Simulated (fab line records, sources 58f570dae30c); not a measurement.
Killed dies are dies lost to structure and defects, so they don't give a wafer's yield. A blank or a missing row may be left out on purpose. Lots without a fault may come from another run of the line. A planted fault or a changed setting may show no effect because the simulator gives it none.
A struck lot beside a sound one | flow berkeley_cmos170 | 15 steps out of a route of 331
Sound: wafers L922.3, L922.4, L922.5. Struck: wafers L936.2, L936.3, L936.5. The cause comes at the end.
At each step with rows: each side's tool, then ch and its chambers, then its first start. Under that, the readings that differ: sound wafers | struck wafers | difference of the means | sigmas: that difference in standard deviations of wafers without a fault.
alike: readings whose means differ by less than 2 such deviations, and words and numbers that are the same on both sides. not compared: withheld readings, readings that some wafer has no value for, bounds like >300 that may hide the same value, and numbers for which the record gives no deviation and whose values overlap.
The two part at a step that has a row with sigmas, a row that says differs or no value, or rows on one side only. Numbers that don't overlap but have no deviation are shown without sigmas and don't part them. A reading that every wafer of one side lacks parts them only if that side has two wafers or more.

UCB170_CONTACT_STRIP_06: strips in O2.
  sound on plasma_asher-01 ch 0,1, day 8 10:24; struck on plasma_asher-02 ch 0,1, day 10 12:12
  alike: drypump_motor_current_A, oes_product_au, strip_time_to_endpoint_s
  not compared: rf_hours_counter_h
then, 1 step without rows for these wafers: UCB170_CONTACT_CLEAN_07 (cleans in SPM, time 600 s).
UCB170_CONTACT_RTA_08: time 10 s.
  sound on rtp_anneal-01 ch 0, day 8 12:09; struck on rtp_anneal-02 ch 0, day 10 12:34
  reading            | sound          | struck         | difference | sigmas
  lamp_power_pct (%) | 23.0 23.0 23.0 | 24.8 24.8 24.8 | +1.8       | +2
  alike: wafer_temp_C_max
then, 6 steps without rows for these wafers: UCB170_CONTACT_COAT_09; UCB170_CONTACT_COAT_10 (resist thk 900 nm); UCB170_CONTACT_SOFTBAKE_11 (time 60 s); UCB170_CONTACT_EXPOSE_12 (exposes mask CONT, target cd 700 nm); UCB170_CONTACT_PEB_13; UCB170_CONTACT_DEVELOP_14 (develop time 45 s).
UCB170_CONTACT_CD_MEAS_15: target cd 700 nm.
  sound on cd_sem-01, day 8 14:08; struck on cd_sem-02, day 10 14:24
  reading    | sound             | struck            | difference | sigmas
  cd_nm (nm) | 698.9 699.2 697.6 | 704.6 703.0 702.7 | +4.9       | +3
UCB170_CONTACT_OVL_MEAS_16:
  sound on overlay-02, day 8 14:15; struck on overlay-01, day 10 14:30
  alike: CONTACT_OVL
UCB170_CONTACT_ETCH_17: etches BARC in N2/H2.
  sound on rie_diel-02 ch 0,2,3, day 8 14:16; struck on rie_diel-02 ch 0,2, day 10 14:32
  alike: drypump_motor_current_A, oes_product_au, throttle_valve_pct
UCB170_CONTACT_ETCH_18: etches PSG in CHF3/CF4/Ar, stops on TiSi2, target depth 840 nm, time 195 s.
  sound on rie_diel-02 ch 0,2,3, day 8 14:00; struck on rie_diel-02 ch 0,2, day 10 14:00
  reading        | sound       | struck                  | difference | sigmas
  over_etch_frac | 0.2 0.2 0.2 | 0.21206 0.21206 0.21206 | +0.01206   |
  alike: drypump_motor_current_A, oes_product_au, throttle_valve_pct
  not compared: rf_hours_counter_h
UCB170_CONTACT_STRIP_19: strips in O2.
  sound on plasma_asher-03 ch 0,1, day 8 14:28; struck on plasma_asher-02 ch 0,1, day 10 14:42
  alike: drypump_motor_current_A, oes_product_au
  not compared: rf_hours_counter_h
UCB170_M3_PROBE_99:
  the record has rows for the struck wafers here (prober-02, day 12 01:56) and none for the sound ones

WHERE THEY PART
First at UCB170_CONTACT_RTA_08; last, within this record, at UCB170_M3_PROBE_99.

WHY: what the simulator had put in
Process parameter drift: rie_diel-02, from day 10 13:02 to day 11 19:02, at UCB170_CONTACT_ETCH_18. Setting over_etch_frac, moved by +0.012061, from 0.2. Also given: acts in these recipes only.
